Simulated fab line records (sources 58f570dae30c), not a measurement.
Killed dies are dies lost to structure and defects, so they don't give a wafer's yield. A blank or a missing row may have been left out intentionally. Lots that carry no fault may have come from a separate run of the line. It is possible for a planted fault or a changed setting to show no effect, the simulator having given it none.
Split-lot study	flow berkeley-cmos170	route with 331 steps; 5 lots, 23 wafers read

## SPLIT DETAILS
At UCB170_M2_METAL_ETCH_18 (etches Al in Cl2/BCl3, stops on SiO2, target depth 1170 nm, time 195 s), the setting time-s was moved away from the recipe's 195 s on 8 of the 23 wafers read, by -5.6% to +12.0%. All remaining wafers had this setting at the recipe value.

There is no step in the file separating the split from the reading.

## THE READING
oes-product-au, in a.u., at UCB170_M2_STRIP_19 (strips in O2). Fault-free wafers of this fab line usually give 0.543 a.u., standard deviation 0.012 a.u.

wafer	tool, chamber at the split	time-s as run, s	against the recipe	oes-product-au, a.u.	against lot-mates on the recipe
L074.2	rie-metal-01, 0	195	recipe	0.557	-
L074.3	rie-metal-01, 0	195	recipe	0.548	-
L074.4	rie-metal-01, 1	195	recipe	0.574	-
L078.1	rie-metal-03, 0	195	recipe	0.548	-
L078.2	rie-metal-03, 1	195	recipe	0.538	-
L078.3	rie-metal-03, 1	184.8	-5.2%	0.571	+0.028
L078.5	rie-metal-03, 1	184.8	-5.2%	0.577	+0.034
L078.6	rie-metal-03, 0	195	recipe	0.544	-
L077.1	rie-metal-04, 0	195	recipe	0.526	-
L077.2	rie-metal-04, 1	218.4	+12.0%	0.450	-0.082
L077.3	rie-metal-04, 1	195	recipe	0.538	-
L077.4	rie-metal-04, 0	218.4	+12.0%	0.445	-0.087
L077.6	rie-metal-04, 1	218.4	+12.0%	0.452	-0.080
L079.1	rie-metal-03, 0	195	recipe	0.543	-
L079.2	rie-metal-03, 1	195	recipe	0.542	-
L079.4	rie-metal-03, 0	195	recipe	0.551	-
L079.5	rie-metal-03, 0	195	recipe	0.541	-
L079.6	rie-metal-03, 1	195	recipe	0.544	-
L083.1	rie-metal-03, 0	184	-5.6%	0.580	+0.046
L083.2	rie-metal-03, 1	195	recipe	0.530	-
L083.3	rie-metal-03, 1	184	-5.6%	0.573	+0.039
L083.4	rie-metal-03, 0	195	recipe	0.538	-
L083.5	rie-metal-03, 0	184	-5.6%	0.581	+0.047

FIT RESULTS
A straight line over all 23 wafers: oes-product-au changes by -0.00736 a.u. for each +1% of time-s; r = -0.97; the points scatter about the line by 0.01 a.u.
The same after taking each lot's own level away (the mean of its wafers on the recipe; 23 wafers): -0.00697 a.u. for each +1%; r = -0.99; scatter 0.0061 a.u.
According to that fit, moving time-s by its largest amount changes the reading by 0.084 a.u.
Across the lots, their own levels run from 0.5320 to 0.5597 a.u., a range of 2.3 times the standard deviation given above.
So the lot-to-lot level changes the slope little: the two slopes agree.
Check: with one of the wafers moved furthest among these (+12.0%) left out of the fit, the line predicts -0.0839 a.u. for it against its lot-mates. Against them it came out at -0.082 a.u.
Tool readings at the split's step, against how far the setting was moved: oes-product-au r = -0.01.

## OTHER SPLITS ON THESE WAFERS
Note: prior to the reading, these wafers also went through further splits. Each is held against what the fit with the lots' levels taken away leaves over:
other split on the same wafers	wafers away from the commonest value	r with oes-product-au (lot level and that fit taken away)
UCB170_NSD_PEB_04 peb-temp-c	6	-0.13
UCB170_BACKSIDE_COAT_01 spin-rpm	4	-0.14
UCB170_SDANNEAL_RTA_01 time-s	6	+0.21
UCB170_CONTACT_CVD_01 temp-c	15	+0.19
UCB170_M1_SPUTTER_00 power-w	4	-0.18
UCB170_M1_METAL_ETCH_12 time-s	8	+0.15
UCB170_M2_SPUTTER_01 time-s	9	+0.20

## THE WHOLE CHAIN: every reading that the file lists as answering this split, in the file's order
step	what it does	reading	change (the file's fit)	r (the file's)
UCB170_M2_METAL_ETCH_18	etches Al in Cl2/BCl3, stops on SiO2, target depth 1170 nm, time 195 s	KrF_of_M2_COAT_10.thk-nm (the simulator's own value, which no gauge read)	-6.49 nm for each +1% of the setting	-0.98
UCB170_M2_STRIP_19	strips in O2	oes-product-au	-0.0069 a.u. for each +1% of the setting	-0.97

## THE FILE'S OWN FIT
oes-product-au changes by -0.0069 a.u. for each +1% of time-s, r = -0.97.
